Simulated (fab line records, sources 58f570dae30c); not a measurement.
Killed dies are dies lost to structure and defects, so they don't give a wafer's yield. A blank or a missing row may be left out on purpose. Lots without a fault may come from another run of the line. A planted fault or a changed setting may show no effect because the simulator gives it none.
fab line records | flow berkeley_cmos170
record lots=5 wafers=15 last_day=13
route steps=331 shown FIELD@93 SACOX@97 SCREENOX@100 NVT@104 PVT@115 GATE@125
lots that met no fault: from a run of the same line without faults
start_h: hours from the record's first day to the start of the lot's first wafer shown | wait_h: hours since the lot's step before | " the same as in the row above | L1.1+2: a row that stands for several wafers | - no value, or no start given | * or withheld: withheld | < > ~ a bound
route shown NAME@n: a module of which the file shows steps, and the number in the route of the first | usual: mean/standard deviation of fault-free wafers | same: alike in all rows | chamber/n: place in a boat | sites: the reading at each site | _std_site: their standard deviation | _edge_site: outer sites' mean less inner sites' | radius_mm: how far each site lies from the wafer's centre | mask NAME#n: copy n | behind: the tool/chamber that last shaped the wafer | hold: why the lot was held/for how many hours/how that ended | device: the transistor (n, p or np) that didn't switch | end of line: the same wafers' tests at the end of the route | a step without rows: its recipe alone | killed: dies lost to structure and defects at the first sort, not the wafer's yield | map: a wafer's dies, x killed, . not, _ none there
set.NAME: the setting as run; set.NAME@STEP: as run at that earlier step | model.NAME: the simulator's own value behind a step, which no gauge read
lots at some steps of the route; a table a step, a row a wafer
services: from which hour (start_h, from the record's first day; less than 0 if before it) a tool's chamber was out of use, for how many hours, and why
## steps
# step UCB170_FIELD_WET_ETCH_04
# recipe chemistry=dHF dilution=10:1 target=SiO2 temp_c=25 time_s=60
# columns lot.wafer tool chamber start_h wait_h
L074.1+5+6 wet_bench-01 1 110.18 0.0
L079.1+5+6 wet_bench-01 3 132.83 0.0
L083.3+4+5 wet_bench-04 2 157.61 0.0
L091.1+3+5 wet_bench-01 2 192.54 0.0
L093.1+5+6 wet_bench-01 2 212.12 0.0
# step UCB170_FIELD_WET_ETCH_05
# recipe chemistry=H3PO4 target=Si3N4 temp_c=160 time_s=12600
# columns lot.wafer tool chamber start_h wait_h
L074.1+5+6 wet_bench-01 3 110.21 0.0
L079.1+5+6 wet_bench-01 1 132.86 0.0
L083.3+4+5 wet_bench-04 3 157.63 0.0
L091.1+3+5 wet_bench-04 2 192.56 0.0
L093.1+5+6 wet_bench-01 2 212.15 0.0
# step UCB170_FIELD_WET_ETCH_06
# recipe chemistry=BOE dilution=5:1 target=SiO2 temp_c=25 time_s=22
# columns lot.wafer tool chamber start_h wait_h
L074.1+5+6 wet_bench-04 3 113.87 0.2
L079.1+5+6 wet_bench-03 0 136.47 0.1
L083.3+4+5 wet_bench-01 0 161.14 0.0
L091.1+3+5 wet_bench-01 3 196.07 0.0
L093.1+5+6 wet_bench-01 1 215.70 0.0
# step UCB170_FIELD_THK_MEAS_90
# recipe reads=SiO2_of_FIELD_OXIDATION_01
# usual FIELD_OXIDE_LEFT_1_THK=441/12
# columns lot.wafer tool chamber start_h wait_h FIELD_OXIDE_LEFT_1_THK[nm]
L074.1 film_metro-04 - 113.88 0.0 450
L074.5 " - " " 445
L074.6 " - " " 458
L079.1 film_metro-02 - 136.48 0.0 456
L079.5 " - " " 448
L079.6 " - " " 447
L083.3 film_metro-03 - 161.17 0.0 443
L083.4 " - " " 448
L083.5 " - " " 446
L091.1 film_metro-02 - 196.14 0.0 437
L091.3 " - " " 443
L091.5 " - " " 440
L093.1 film_metro-02 - 215.72 0.0 444
L093.5 " - " " 451
L093.6 " - " " 447
# step UCB170_SACOX_CLEAN_00
# recipe chemistry=dHF dilution=25:1 time_s=7.5
# columns lot.wafer tool chamber start_h wait_h
L074.1+5+6 wet_bench-01 1 113.94 0.1
L079.1+5+6 wet_bench-01 0 136.80 0.3
L083.3+4+5 wet_bench-01 1 161.21 0.0
L091.1+3+5 wet_bench-01 3 196.20 0.1
L093.1+5+6 wet_bench-01 1 216.07 0.3
# step UCB170_SACOX_OXIDATION_01
# recipe temp_c=900 ambient=O2 target_thk_a=144 ox_time_s=2400
# usual zone_power_source_pct=26.0/2
# columns lot.wafer tool chamber start_h wait_h zone_power_source_pct
L074.1 furnace-02 0 121.67 7.7 24.6
L074.5 " 0 " " 25.1
L074.6 " 0 " " 24.9
L079.1 furnace-04 0 138.35 1.5 23.3
L079.5 " 0 " " 23.3
L079.6 " 0 " " 23.4
L083.3 furnace-01 0 165.87 4.6 28.0
L083.4 " 0 " " 28.1
L083.5 " 0 " " 27.7
L091.1 furnace-01 0 198.90 2.7 28.0
L091.3 " 0 " " 27.5
L091.5 " 0 " " 27.9
L093.1 furnace-02 0 220.89 4.8 25.0
L093.5 " 0 " " 25.3
L093.6 " 0 " " 25.2
# step UCB170_SACOX_THK_MEAS_02
# recipe reads=SiO2_of_SACOX_OXIDATION_01
# usual SACOX_OXIDE_THK=14.4/0.36
# columns lot.wafer tool chamber start_h wait_h SACOX_OXIDE_THK[nm]
L074.1 film_metro-01 - 123.34 0.0 15.2
L074.5 " - " " 14.9
L074.6 " - " " 14.8
L079.1 film_metro-01 - 140.01 0.0 14.0
L079.5 " - " " 14.0
L079.6 " - " " 14.4
L083.3 film_metro-02 - 167.56 0.0 14.9
L083.4 " - " " 14.7
L083.5 " - " " 14.7
L091.1 film_metro-01 - 200.57 0.0 14.2
L091.3 " - " " 14.4
L091.5 " - " " 14.5
L093.1 film_metro-02 - 222.56 0.0 14.4
L093.5 " - " " 14.4
L093.6 " - " " 14.5
# step UCB170_SCREENOX_WET_ETCH_00
# recipe chemistry=dHF dilution=25:1 target=SiO2 temp_c=25 time_s=200
# columns lot.wafer tool chamber start_h wait_h
L074.1+5+6 wet_bench-02 3 123.40 0.1
L079.1+5+6 wet_bench-01 3 140.27 0.2
L083.3+4+5 wet_bench-01 3 167.60 0.0
L091.1+3+5 wet_bench-01 1 200.63 0.1
L093.1+5+6 wet_bench-02 2 222.62 0.1
# step UCB170_SCREENOX_OXIDATION_01
# recipe temp_c=900 ambient=O2 target_thk_a=144 ox_time_s=2400
# usual zone_power_source_pct=24.8/1.7
# columns lot.wafer tool chamber start_h wait_h zone_power_source_pct
L074.1 furnace-04 0 129.83 6.4 23.3
L074.5 " 0 " " 23.4
L074.6 " 0 " " 23.6
L079.1 furnace-04 0 145.36 5.0 23.2
L079.5 " 0 " " 23.5
L079.6 " 0 " " 23.2
L083.3 furnace-01 0 172.29 4.6 27.5
L083.4 " 0 " " 27.8
L083.5 " 0 " " 27.3
L091.1 furnace-04 0 206.50 5.8 23.0
L091.3 " 0 " " 23.5
L091.5 " 0 " " 23.5
L093.1 furnace-02 0 229.00 6.3 24.9
L093.5 " 0 " " 24.9
L093.6 " 0 " " 24.6
# step UCB170_SCREENOX_THK_MEAS_02
# recipe reads=SiO2_of_SCREENOX_OXIDATION_01
# usual SCREENOX_OXIDE_THK=14.21/0.24
# columns lot.wafer tool chamber start_h wait_h SCREENOX_OXIDE_THK[nm]
L074.1 film_metro-02 - 131.61 0.1 13.91
L074.5 " - " " 13.93
L074.6 " - " " 13.81
L079.1 film_metro-04 - 147.03 0.0 14.05
L079.5 " - " " 13.99
L079.6 " - " " 13.93
L083.3 film_metro-01 - 173.98 0.0 14.11
L083.4 " - " " 14.01
L083.5 " - " " 14.08
L091.1 film_metro-01 - 208.17 0.0 14.11
L091.3 " - " " 13.98
L091.5 " - " " 14.00
L093.1 film_metro-04 - 230.67 0.0 14.75
L093.5 " - " " 14.48
L093.6 " - " " 14.69
# step UCB170_SCREENOX_ANNEAL_03
# recipe temp_c=900 time_s=900 ambient=N2
# usual zone_power_source_pct=26.0/2.1
# columns lot.wafer tool chamber start_h wait_h zone_power_source_pct
L074.1 furnace-01 0 134.44 2.8 27.3
L074.5 " 0 " " 27.9
L074.6 " 0 " " 28.0
L079.1 furnace-04 0 152.88 5.8 23.3
L079.5 " 0 " " 23.1
L079.6 " 0 " " 23.2
L083.3 furnace-04 0 178.96 5.0 23.4
L083.4 " 0 " " 23.4
L083.5 " 0 " " 23.1
L091.1 furnace-01 0 213.12 4.9 27.7
L091.3 " 0 " " 28.0
L091.5 " 0 " " 28.0
L093.1 furnace-01 0 236.87 6.2 27.5
L093.5 " 0 " " 27.6
L093.6 " 0 " " 27.9
# step UCB170_NVT_HMDS_00
# recipe prime_time_s=60 prime_temp_c=100
# columns lot.wafer tool chamber start_h wait_h
L074.1+5+6 litho_track-01 0 135.69 0.0
L079.1+5+6 litho_track-03 0 154.20 0.1
L083.3+4+5 litho_track-03 0 180.26 0.1
L091.1+3+5 litho_track-01 0 214.37 0.0
L093.1+5+6 litho_track-03 0 238.72 0.6
# step UCB170_NVT_COAT_01
# recipe resist=KrF spin_rpm=1500 resist_thk_nm=900
# columns lot.wafer tool chamber start_h wait_h
L074.1+5+6 litho_track-01 0 135.84 0.1
L079.1+5+6 litho_track-03 0 154.35 0.1
L083.3+4+5 litho_track-03 0 180.41 0.1
L091.1+3+5 litho_track-01 0 214.52 0.1
L093.1+5+6 litho_track-03 0 238.87 0.1
# step UCB170_NVT_SOFTBAKE_02
# recipe resist=KrF temp_c=130 time_s=61.83
# usual plate_sensor_t_centre_C=131.41/0.011 plate_sensor_t_edge_C=131.53/0.011
# columns lot.wafer tool chamber start_h wait_h plate_sensor_t_centre_C plate_sensor_t_edge_C
L074.1 litho_track-01 0 135.99 0.1 131.42 131.53
L074.5 " 0 " " 131.4 131.54
L074.6 " 0 " " 131.41 131.54
L079.1 litho_track-03 0 154.50 0.1 131.4 131.53
L079.5 " 0 " " 131.39 131.54
L079.6 " 0 " " 131.41 131.52
L083.3 litho_track-03 0 180.56 0.1 131.4 131.52
L083.4 " 0 " " 131.43 131.54
L083.5 " 0 " " 131.43 131.55
L091.1 litho_track-01 0 214.67 0.1 131.41 131.53
L091.3 " 0 " " 131.42 131.53
L091.5 " 0 " " 131.41 131.54
L093.1 litho_track-03 0 239.02 0.1 131.4 131.51
L093.5 " 0 " " 131.39 131.51
L093.6 " 0 " " 131.42 131.55
# step UCB170_NVT_EXPOSE_03
# recipe mask_id=PWELL target_cd_nm=3000 na=0.5 sigma_outer=0.6 source_shape=conventional dose_mj=30
# columns lot.wafer tool chamber start_h wait_h mask
L074.1+5+6 krf_scanner-02 0 137.11 1.1 PWELL#0
L079.1+5+6 krf_scanner-02 0 154.83 0.3 PWELL#0
L083.3+4+5 krf_scanner-01 0 180.83 0.2 PWELL#0
L091.1+3+5 krf_scanner-01 0 214.82 0.1 PWELL#0
L093.1+5+6 krf_scanner-01 0 239.34 0.3 PWELL#0
# step UCB170_NVT_PEB_04
# recipe peb_temp_c=130 peb_time_s=withheld resist=KrF
# columns lot.wafer tool chamber start_h wait_h
L074.1+5+6 litho_track-02 0 137.57 0.4
L079.1+5+6 litho_track-03 0 154.98 0.1
L083.3+4+5 litho_track-03 0 180.96 0.1
L091.1+3+5 litho_track-01 0 214.94 0.1
L093.1+5+6 litho_track-01 0 240.04 0.7
# step UCB170_NVT_DEVELOP_05
# recipe developer=TMAH develop_time_s=45 resist=KrF dev_temp_c=21
# usual developer_temp_C=20.97/0.11
# columns lot.wafer tool chamber start_h wait_h developer_temp_C
L074.1 litho_track-02 0 - - 20.98
L074.5 " 0 " " 20.88
L074.6 " 0 " " 20.94
L079.1 litho_track-03 0 - - 21.01
L079.5 " 0 " " 21.15
L079.6 " 0 " " 20.94
L083.3 litho_track-03 0 - - 20.86
L083.4 " 0 " " 21.07
L083.5 " 0 " " 21.00
L091.1 litho_track-01 0 - - 21.12
L091.3 " 0 " " 20.94
L091.5 " 0 " " 20.91
L093.1 litho_track-01 0 - - 20.82
L093.5 " 0 " " 20.93
L093.6 " 0 " " 20.81
# step UCB170_NVT_OVL_MEAS_06
# usual NVT_OVL=-4/5.5
# columns lot.wafer tool chamber start_h wait_h NVT_OVL[nm]
L074.1 overlay-02 - 137.85 - -10
L074.5 " - " " -10
L074.6 " - " " -8
L079.1 overlay-02 - 155.25 - -2
L079.5 " - " " -1
L079.6 " - " " -9
L083.3 overlay-02 - 181.19 - 2
L083.4 " - " " -2
L083.5 " - " " 4
L091.1 overlay-01 - 215.21 - -1
L091.3 " - " " -1
L091.5 " - " " -5
L093.1 overlay-01 - 240.31 - 0
L093.5 " - " " -6
L093.6 " - " " -9
# step UCB170_NVT_IMPLANT_07
# recipe species=BF2 dose_cm2=3e+12 energy_kev=50 tilt_deg=7
# columns lot.wafer tool chamber start_h wait_h
L074.1+5+6 implanter-04 0 137.89 0.0
L079.1+5+6 implanter-03 0 155.29 0.0
L083.3+4+5 implanter-01 0 181.27 0.1
L091.1+3+5 implanter-01 0 215.25 0.0
L093.1+5+6 implanter-03 0 240.35 0.0
# step UCB170_NVT_STRIP_08
# recipe chemistry=O2 power_w=400 pressure_mtorr=3500 platen_temp_c=withheld o2_flow_sccm=400 overash_fraction=0.5
# usual drypump_motor_current_A=5.55/0.28 oes_product_au=0.734/0.0044 strip_time_to_endpoint_s=21.62/0.059
# columns lot.wafer tool chamber start_h wait_h drypump_motor_current_A oes_product_au rf_hours_counter_h strip_time_to_endpoint_s
L074.1 plasma_asher-03 1 138.04 0.1 5.59 0.735 2 21.61
L074.5 " 1 " " 5.56 0.726 - 21.55
L074.6 " 0 " " 5.23 0.738 - 21.59
L079.1 plasma_asher-03 0 155.44 0.1 5.25 0.723 4 21.64
L079.5 " 1 " " 5.58 0.735 - 21.57
L079.6 " 0 " " 5.31 0.741 - 21.56
L083.3 plasma_asher-02 1 181.40 0.1 5.31 0.740 - 21.59
L083.4 " 0 " " 5.82 0.738 - 21.62
L083.5 " 1 " " 5.28 0.735 - 21.59
L091.1 plasma_asher-04 1 215.40 0.1 5.99 0.731 46 21.60
L091.3 " 1 " " 6.01 0.735 - 21.56
L091.5 " 0 " " 5.43 0.733 - 21.65
L093.1 plasma_asher-03 0 240.50 0.1 5.22 0.729 13 21.60
L093.5 " 1 " " 5.56 0.736 - 21.65
L093.6 " 0 " " 5.22 0.734 - 21.65
# step UCB170_NVT_TW_MEAS_09
# usual NVT_TW=520/4.7
# columns lot.wafer tool chamber start_h wait_h NVT_TW
L074.1 film_metro-04 - 138.14 0.1 528
L074.5 " - " " 527
L074.6 " - " " 525
L079.1 film_metro-03 - 155.54 0.1 517
L079.5 " - " " 518
L079.6 " - " " 520
L083.3 film_metro-03 - 181.49 0.1 518
L083.4 " - " " 517
L083.5 " - " " 518
L091.1 film_metro-01 - 215.50 0.1 514
L091.3 " - " " 511
L091.5 " - " " 511
L093.1 film_metro-03 - 240.60 0.1 517
L093.5 " - " " 515
L093.6 " - " " 517
# step UCB170_NVT_CLEAN_10
# recipe chemistry=SPM temp_c=120 time_s=600
# columns lot.wafer tool chamber start_h wait_h
L074.1+5+6 wet_bench-03 1 138.20 0.1
L079.1+5+6 wet_bench-04 3 155.67 0.1
L083.3+4+5 wet_bench-03 1 181.53 0.0
L091.1+3+5 wet_bench-03 3 218.38 2.9
L093.1+5+6 wet_bench-04 2 240.66 0.1
# step UCB170_PVT_HMDS_00
# recipe prime_time_s=60 prime_temp_c=100
# columns lot.wafer tool chamber start_h wait_h
L074.1+5+6 litho_track-01 0 139.02 0.7
L079.1+5+6 litho_track-02 0 155.90 0.0
L083.3+4+5 litho_track-01 0 181.75 0.1
L091.1+3+5 litho_track-04 0 218.73 0.0
L093.1+5+6 litho_track-02 0 241.33 0.5
# step UCB170_PVT_COAT_01
# recipe resist=KrF spin_rpm=1500 resist_thk_nm=900
# columns lot.wafer tool chamber start_h wait_h
L074.1+5+6 litho_track-01 0 139.17 0.1
L079.1+5+6 litho_track-02 0 156.05 0.1
L083.3+4+5 litho_track-01 0 181.90 0.1
L091.1+3+5 litho_track-04 0 218.88 0.1
L093.1+5+6 litho_track-02 0 241.48 0.1
# step UCB170_PVT_SOFTBAKE_02
# recipe resist=KrF temp_c=130 time_s=60
# columns lot.wafer tool chamber start_h wait_h
L074.1+5+6 litho_track-01 0 139.32 0.1
L079.1+5+6 litho_track-02 0 156.20 0.1
L083.3+4+5 litho_track-01 0 182.05 0.1
L091.1+3+5 litho_track-04 0 219.03 0.1
L093.1+5+6 litho_track-02 0 241.63 0.1
# step UCB170_PVT_EXPOSE_03
# recipe mask_id=NWELL target_cd_nm=3000 na=0.5 sigma_outer=0.6 source_shape=conventional dose_mj=30
# columns lot.wafer tool chamber start_h wait_h mask
L074.1+5+6 krf_scanner-02 0 139.47 0.1 NWELL#0
L079.1+5+6 krf_scanner-01 0 156.35 0.1 NWELL#0
L083.3+4+5 krf_scanner-01 0 182.19 0.1 NWELL#0
L091.1+3+5 krf_scanner-01 0 219.19 0.1 NWELL#0
L093.1+5+6 krf_scanner-02 0 241.78 0.1 NWELL#0
# step UCB170_PVT_PEB_04
# recipe peb_temp_c=130 peb_time_s=withheld resist=KrF
# columns lot.wafer tool chamber start_h wait_h
L074.1+5+6 litho_track-02 0 140.47 1.0
L079.1+5+6 litho_track-01 0 156.46 0.1
L083.3+4+5 litho_track-04 0 182.32 0.1
L091.1+3+5 litho_track-04 0 219.46 0.3
L093.1+5+6 litho_track-02 0 242.05 0.3
# step UCB170_PVT_DEVELOP_05
# recipe developer=TMAH develop_time_s=45 resist=KrF dev_temp_c=21
# usual developer_temp_C=21.00/0.11
# columns lot.wafer tool chamber start_h wait_h developer_temp_C
L074.1 litho_track-02 0 - - 20.96
L074.5 " 0 " " 20.97
L074.6 " 0 " " 20.91
L079.1 litho_track-01 0 - - 20.87
L079.5 " 0 " " 20.82
L079.6 " 0 " " 20.87
L083.3 litho_track-04 0 - - 21.02
L083.4 " 0 " " 21.08
L083.5 " 0 " " 21.07
L091.1 litho_track-04 0 - - 21.01
L091.3 " 0 " " 21.00
L091.5 " 0 " " 21.07
L093.1 litho_track-02 0 - - 21.04
L093.5 " 0 " " 20.98
L093.6 " 0 " " 20.95
# step UCB170_PVT_OVL_MEAS_06
# usual PVT_OVL=1/5.6
# columns lot.wafer tool chamber start_h wait_h PVT_OVL[nm]
L074.1 overlay-02 - 140.75 - -4
L074.5 " - " " -5
L074.6 " - " " 3
L079.1 overlay-02 - 156.74 - -6
L079.5 " - " " -5
L079.6 " - " " -5
L083.3 overlay-02 - 182.56 - -4
L083.4 " - " " 2
L083.5 " - " " -2
L091.1 overlay-02 - 219.74 - 5
L091.3 " - " " 3
L091.5 " - " " 5
L093.1 overlay-02 - 242.33 - -3
L093.5 " - " " -2
L093.6 " - " " 3
# step UCB170_PVT_IMPLANT_07
# recipe species=P dose_cm2=2e+12 energy_kev=29.73 tilt_deg=7
# columns lot.wafer tool chamber start_h wait_h
L074.1+5+6 implanter-03 0 140.79 0.0
L079.1+5+6 implanter-03 0 156.77 0.0
L083.3+4+5 implanter-03 0 182.63 0.1
L091.1+3+5 implanter-04 0 219.77 0.0
L093.1+5+6 implanter-04 0 242.36 0.0
# step UCB170_PVT_STRIP_08
# recipe chemistry=O2 power_w=400 pressure_mtorr=3500 platen_temp_c=withheld o2_flow_sccm=400 overash_fraction=0.5
# usual drypump_motor_current_A=5.6/0.32 oes_product_au=0.735/0.0049 strip_time_to_endpoint_s=21.61/0.05
# columns lot.wafer tool chamber start_h wait_h drypump_motor_current_A oes_product_au rf_hours_counter_h strip_time_to_endpoint_s
L074.1 plasma_asher-01 1 140.94 0.1 5.4 0.736 36 21.60
L074.5 " 0 " " 6.1 0.733 - 21.58
L074.6 " 1 " " 5.4 0.729 - 21.59
L079.1 plasma_asher-01 0 156.92 0.1 6.0 0.734 38 21.66
L079.5 " 0 " " 6.1 0.741 - 21.62
L079.6 " 1 " " 5.4 0.732 - 21.67
L083.3 plasma_asher-02 0 182.76 0.1 5.8 0.729 - 21.67
L083.4 " 1 " " 5.3 0.729 - 21.66
L083.5 " 0 " " 5.8 0.739 - 21.68
L091.1 plasma_asher-01 0 219.92 0.1 6.1 0.733 44 21.62
L091.3 " 0 " " 6.0 0.738 - 21.67
L091.5 " 1 " " 5.4 0.744 - 21.67
L093.1 plasma_asher-01 0 242.51 0.1 6.1 0.727 46 21.57
L093.5 " 1 " " 5.4 0.738 - 21.54
L093.6 " 0 " " 6.0 0.737 - 21.64
# step UCB170_PVT_TW_MEAS_09
# usual PVT_TW=504/3.7
# columns lot.wafer tool chamber start_h wait_h PVT_TW
L074.1 film_metro-02 - 141.04 0.1 502
L074.5 " - " " 502
L074.6 " - " " 502
L079.1 film_metro-04 - 157.02 0.1 506
L079.5 " - " " 509
L079.6 " - " " 506
L083.3 film_metro-04 - 182.85 0.1 504
L083.4 " - " " 505
L083.5 " - " " 506
L091.1 film_metro-04 - 220.02 0.1 511
L091.3 " - " " 508
L091.5 " - " " 511
L093.1 film_metro-03 - 242.61 0.1 500
L093.5 " - " " 496
L093.6 " - " " 497
# step UCB170_GATE_WET_ETCH_00
# recipe chemistry=dHF dilution=25:1 target=SiO2 temp_c=25 time_s=200
# columns lot.wafer tool chamber start_h wait_h
L074.1+5+6 wet_bench-01 3 141.10 0.1
L079.1+5+6 wet_bench-04 1 157.08 0.1
L083.3+4+5 wet_bench-04 2 184.88 2.0
L091.1+3+5 wet_bench-01 3 220.08 0.1
L093.1+5+6 wet_bench-04 1 242.82 0.2
# step UCB170_FIELD_THK_MEAS_91
# recipe reads=SiO2_of_FIELD_OXIDATION_01
# usual FIELD_OXIDE_LEFT_2_THK=353/12
# columns lot.wafer tool chamber start_h wait_h FIELD_OXIDE_LEFT_2_THK[nm]
L074.1 film_metro-04 - 141.16 0.0 360
L074.5 " - " " 355
L074.6 " - " " 368
L079.1 film_metro-03 - 157.15 0.0 367
L079.5 " - " " 360
L079.6 " - " " 359
L083.3 film_metro-03 - 184.96 0.0 354
L083.4 " - " " 360
L083.5 " - " " 357
L091.1 film_metro-03 - 220.15 0.0 349
L091.3 " - " " 356
L091.5 " - " " 353
L093.1 film_metro-04 - 242.88 0.0 356
L093.5 " - " " 364
L093.6 " - " " 359
# step UCB170_GATE_OXIDATION_01
# recipe temp_c=850 ambient=O2 target_thk_a=66 ox_time_s=1800
# usual zone_power_source_pct=22.8/1.9
# columns lot.wafer tool chamber start_h wait_h zone_power_source_pct
L074.1 furnace-04 0 143.86 2.7 20.8
L074.5 " 0 " " 20.8
L074.6 " 0 " " 20.7
L079.1 furnace-04 0 161.33 4.2 20.6
L079.5 " 0 " " 21.1
L079.6 " 0 " " 20.9
L083.3 furnace-04 0 189.48 4.5 20.3
L083.4 " 0 " " 20.8
L083.5 " 0 " " 21.0
L091.1 furnace-01 0 225.30 5.1 24.5
L091.3 " 0 " " 24.4
L091.5 " 0 " " 24.7
L093.1 furnace-01 0 246.52 3.6 24.8
L093.5 " 0 " " 24.9
L093.6 " 0 " " 24.5
# step UCB170_GATE_THK_MEAS_02
# recipe reads=SiO2_of_GATE_OXIDATION_01
# usual GATE_OXIDE_THK=6.59/0.14
# columns lot.wafer tool chamber start_h wait_h GATE_OXIDE_THK[nm]
L074.1 film_metro-02 - 145.36 0.0 6.59
L074.5 " - " " 6.61
L074.6 " - " " 6.63
L079.1 film_metro-01 - 162.83 0.0 6.43
L079.5 " - " " 6.34
L079.6 " - " " 6.36
L083.3 film_metro-02 - 191.00 0.0 6.54
L083.4 " - " " 6.40
L083.5 " - " " 6.47
L091.1 film_metro-03 - 226.80 0.0 6.83
L091.3 " - " " 6.93
L091.5 " - " " 6.92
L093.1 film_metro-02 - 248.02 0.0 6.51
L093.5 " - " " 6.50
L093.6 " - " " 6.50
# step UCB170_GATE_ANNEAL_03
# recipe temp_c=900 time_s=1800 ambient=N2
# usual zone_power_source_pct=24.6/1.6
# columns lot.wafer tool chamber start_h wait_h zone_power_source_pct
L074.1 furnace-01 0 150.69 5.3 28.0
L074.5 " 0 " " 27.9
L074.6 " 0 " " 27.8
L079.1 furnace-02 0 166.92 4.1 24.9
L079.5 " 0 " " 25.1
L079.6 " 0 " " 24.9
L083.3 furnace-02 0 192.54 1.5 24.4
L083.4 " 0 " " 25.0
L083.5 " 0 " " 24.7
L091.1 furnace-04 0 233.02 6.2 23.5
L091.3 " 0 " " 23.6
L091.5 " 0 " " 23.1
L093.1 furnace-04 0 256.29 8.3 23.4
L093.5 " 0 " " 23.2
L093.6 " 0 " " 23.2
# step UCB170_GATE_CVD_04
# recipe material=poly-Si temp_c=610 precursor=SiH4 time_s=1440 pressure_mtorr=375 target_thk_nm=214 sih4_flow_sccm=120
# usual susceptor_temp_C=610.02/0.28 zone_power_source_pct=12.0/1.2
# columns lot.wafer tool chamber start_h wait_h susceptor_temp_C zone_power_source_pct
L074.1 lpcvd-01 1 152.19 0.0 609.67 10.8
L074.5 " 1 " " 609.89 10.9
L074.6 " 1 " " 609.90 10.8
L079.1 lpcvd-02 1 168.42 0.0 609.92 11.8
L079.5 " 1 " " 609.93 12.0
L079.6 " 1 " " 610.29 11.8
L083.3 lpcvd-02 1 194.04 0.0 609.42 11.8
L083.4 " 1 " " 609.90 11.9
L083.5 " 1 " " 609.95 11.9
L091.1 lpcvd-02 0 234.52 0.0 609.93 14.0
L091.3 " 0 " " 610.42 13.8
L091.5 " 0 " " 610.06 13.7
L093.1 lpcvd-01 1 259.11 1.3 610.11 10.9
L093.5 " 1 " " 609.86 10.8
L093.6 " 1 " " 609.46 10.8
# step UCB170_GATE_THK_MEAS_05
# recipe reads=poly-Si_of_GATE_CVD_04
# usual GATE_POLY_THK=214.6/2.3
# columns lot.wafer tool chamber start_h wait_h GATE_POLY_THK[nm]
L074.1 film_metro-02 - 153.64 0.1 212.8
L074.5 " - " " 213.7
L074.6 " - " " 214.0
L079.1 film_metro-01 - 169.82 0.0 216.2
L079.5 " - " " 217.5
L079.6 " - " " 214.0
L083.3 film_metro-03 - 196.17 0.0 217.4
L083.4 " - " " 216.4
L083.5 " - " " 217.8
L091.1 film_metro-02 - 235.92 0.0 214.4
L091.3 " - " " 215.2
L091.5 " - " " 214.5
L093.1 film_metro-01 - 260.51 0.0 216.3
L093.5 " - " " 216.1
L093.6 " - " " 214.2
# step UCB170_GATE_COAT_06
# recipe resist=BARC temp_c=withheld time_s=withheld spin_rpm=3000 resist_thk_nm=withheld
# columns lot.wafer tool chamber start_h wait_h
L074.1+5+6 litho_track-03 0 153.75 0.1
L079.1+5+6 litho_track-04 0 170.10 0.3
L083.3+4+5 litho_track-03 0 196.26 0.1
L091.1+3+5 litho_track-03 0 235.98 0.1
L093.1+5+6 litho_track-02 0 260.95 0.4
# step UCB170_GATE_COAT_07
# recipe resist=KrF spin_rpm=1500 resist_thk_nm=900
# columns lot.wafer tool chamber start_h wait_h
L074.1+5+6 litho_track-03 0 - -
L079.1+5+6 litho_track-04 0 - -
L083.3+4+5 litho_track-03 0 - -
L091.1+3+5 litho_track-03 0 - -
L093.1+5+6 litho_track-02 0 - -
# step UCB170_GATE_SOFTBAKE_08
# recipe resist=KrF temp_c=130 time_s=60.83
# usual plate_sensor_t_centre_C=131.41/0.0093 plate_sensor_t_edge_C=131.53/0.01
# columns lot.wafer tool chamber start_h wait_h plate_sensor_t_centre_C plate_sensor_t_edge_C
L074.1 litho_track-03 0 - - 131.39 131.53
L074.5 " 0 " " 131.42 131.54
L074.6 " 0 " " 131.4 131.53
L079.1 litho_track-04 0 - - 131.41 131.54
L079.5 " 0 " " 131.42 131.52
L079.6 " 0 " " 131.41 131.54
L083.3 litho_track-03 0 - - 131.42 131.54
L083.4 " 0 " " 131.39 131.54
L083.5 " 0 " " 131.41 131.51
L091.1 litho_track-03 0 - - 131.41 131.53
L091.3 " 0 " " 131.4 131.55
L091.5 " 0 " " 131.41 131.52
L093.1 litho_track-02 0 - - 131.42 131.54
L093.5 " 0 " " 131.41 131.54
L093.6 " 0 " " 131.41 131.51
# step UCB170_GATE_EXPOSE_09
# recipe mask_id=POLY target_cd_nm=350 na=0.5 sigma_outer=0.6 source_shape=conventional dose_mj=21
# columns lot.wafer tool chamber start_h wait_h mask
L074.1+5+6 krf_scanner-01 0 154.47 - POLY#0
L079.1+5+6 krf_scanner-01 0 170.70 - POLY#0
L083.3+4+5 krf_scanner-01 0 197.05 - POLY#0
L091.1+3+5 krf_scanner-01 0 236.55 - POLY#0
L093.1+5+6 krf_scanner-01 0 261.40 - POLY#0
# step UCB170_GATE_PEB_10
# recipe peb_temp_c=130 peb_time_s=withheld resist=KrF
# columns lot.wafer tool chamber start_h wait_h
L074.1+5+6 litho_track-02 0 154.59 0.1
L079.1+5+6 litho_track-04 0 170.83 0.1
L083.3+4+5 litho_track-04 0 197.22 0.1
L091.1+3+5 litho_track-03 0 236.90 0.3
L093.1+5+6 litho_track-03 0 261.97 0.6
# step UCB170_GATE_DEVELOP_11
# recipe developer=TMAH develop_time_s=45 resist=KrF dev_temp_c=21
# usual developer_temp_C=21.01/0.11
# columns lot.wafer tool chamber start_h wait_h developer_temp_C
L074.1 litho_track-02 0 - - 21.11
L074.5 " 0 " " 21.08
L074.6 " 0 " " 21.20
L079.1 litho_track-04 0 - - 20.81
L079.5 " 0 " " 20.74
L079.6 " 0 " " 20.97
L083.3 litho_track-04 0 - - 21.08
L083.4 " 0 " " 21.12
L083.5 " 0 " " 21.11
L091.1 litho_track-03 0 - - 20.87
L091.3 " 0 " " 21.00
L091.5 " 0 " " 20.86
L093.1 litho_track-03 0 - - 20.84
L093.5 " 0 " " 20.99
L093.6 " 0 " " 21.03
## services
# columns tool chamber start_h hours kind
implanter-03 - 86.89 2.2 repair
plasma_asher-03 - 93.85 8.6 repair
plasma_asher-03 - 108.75 9.0 pm
krf_scanner-01 - 109.14 1.0 pm
furnace-01 - 110.78 9.8 pm
furnace-01 - 127.38 4.3 pm
implanter-04 - 132.84 0.6 repair
plasma_asher-03 - 148.96 0.4 repair
krf_scanner-02 - 161.00 1.3 pm
furnace-02 - 175.35 2.7 pm
furnace-01 - 187.79 3.9 pm
furnace-04 - 202.18 4.3 pm
krf_scanner-01 - 204.68 0.8 pm
krf_scanner-02 - 211.01 1.0 pm
implanter-03 - 213.37 6.4 pm
furnace-02 - 222.56 6.4 pm
krf_scanner-01 - 226.16 1.3 pm
wet_bench-04 - 229.40 1.9 pm
furnace-01 - 234.03 1.3 repair
furnace-04 - 244.25 6.7 repair
furnace-04 - 250.95 2.9 pm
furnace-04 - 253.82 1.2 pm
krf_scanner-01 - 254.96 0.3 repair
furnace-01 - 255.72 18.4 repair
## key
fault none
